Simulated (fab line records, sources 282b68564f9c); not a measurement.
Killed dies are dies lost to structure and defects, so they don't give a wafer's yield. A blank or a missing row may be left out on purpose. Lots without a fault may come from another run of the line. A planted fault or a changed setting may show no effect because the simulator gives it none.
A struck lot beside a sound one | flow rit_cmos | 21 steps out of a route of 202
Sound: wafers L741.1, L741.2, L741.5. Struck: wafers L759.2, L759.4, L759.6. The cause comes at the end.
At each step with rows: each side's tool, then ch and its chambers, then its first start. Under that, the readings that differ: sound wafers | struck wafers | difference of the means | sigmas: that difference in standard deviations of wafers without a fault.
alike: readings whose means differ by less than 2 such deviations, and words and numbers that are the same on both sides. not compared: withheld readings, readings that some wafer has no value for, bounds like >300 that may hide the same value, and numbers for which the record gives no deviation and whose values overlap.
The two part at a step that has a row with sigmas, a row that says differs or no value, or rows on one side only. Numbers that don't overlap but have no deviation are shown without sigmas and don't part them. A reading that every wafer of one side lacks parts them only if that side has two wafers or more.

first, 6 steps without rows for these wafers: RIT_NWELL_HMDS_00 (prime time 60 s); RIT_NWELL_COAT_01 (resist thk 1300 nm); RIT_NWELL_SOFTBAKE_02 (time 60 s); RIT_NWELL_EXPOSE_03 (exposes mask M2, target cd 43900 nm); RIT_NWELL_PEB_04; RIT_NWELL_DEVELOP_05 (develop time 68 s).
RIT_NWELL_OVL_MEAS_06:
  sound on overlay-02, day 2 12:17; struck on overlay-01, day 6 05:10
  alike: NWELL_OVL
then, 2 steps without rows for these wafers: RIT_NWELL_HARDBAKE_07 (time 120 s); RIT_NWELL_IMPLANT_08.
RIT_NWELL_STRIP_09: strips in O2, time 180 s.
  sound on plasma_asher-04 ch 0,1, day 2 12:43; struck on plasma_asher-04 ch 0,1, day 6 05:35
  alike: drypump_motor_current_A
  not compared: rf_hours_counter_h
RIT_NWELL_TW_MEAS_10:
  sound on film_metro-04, day 2 12:53; struck on film_metro-03, day 6 05:46
  alike: NWELL_TW
then, 1 step without rows for these wafers: RIT_PWELL_HMDS_00 (prime time 60 s).
RIT_PWELL_COAT_01: resist thk 1300 nm.
  sound on litho_track-02 ch 0, day 2 13:06; struck on litho_track-04 ch 0, day 6 06:00
  reading                                    | sound          | struck         | difference | sigmas
  model.NOVOLAK_of_PWELL_COAT_01.thk_nm (nm) | 1296 1296 1293 | 1528 1528 1533 | +235       |
  alike: chill_plate_temp_C, resist_line_temp_C
then, 4 steps without rows for these wafers: RIT_PWELL_SOFTBAKE_02 (time 60 s); RIT_PWELL_EXPOSE_03 (exposes mask M3, target cd 43700 nm); RIT_PWELL_PEB_04; RIT_PWELL_DEVELOP_05 (develop time 68 s).
RIT_PWELL_OVL_MEAS_06:
  sound on overlay-02, day 2 13:50; struck on overlay-02, day 6 06:50
  alike: PWELL_OVL
RIT_PWELL_HARDBAKE_07: time 120 s.
  sound on litho_track-01 ch 0, day 2 13:52; struck on litho_track-01 ch 0, day 6 06:55
  reading                                    | sound          | struck         | difference | sigmas
  model.NOVOLAK_of_PWELL_COAT_01.thk_nm (nm) | 1133 1134 1131 | 1333 1333 1337 | +202       |
  alike: chill_plate_temp_C, resist_line_temp_C
then, 1 step without rows for these wafers: RIT_PWELL_IMPLANT_08.
RIT_M1_PROBE_99:
  the record has rows for the sound wafers here (prober-02, day 4 02:15) and none for the struck ones

WHERE THEY PART
Only at RIT_M1_PROBE_99, within this record.

WHY: what the simulator had put in
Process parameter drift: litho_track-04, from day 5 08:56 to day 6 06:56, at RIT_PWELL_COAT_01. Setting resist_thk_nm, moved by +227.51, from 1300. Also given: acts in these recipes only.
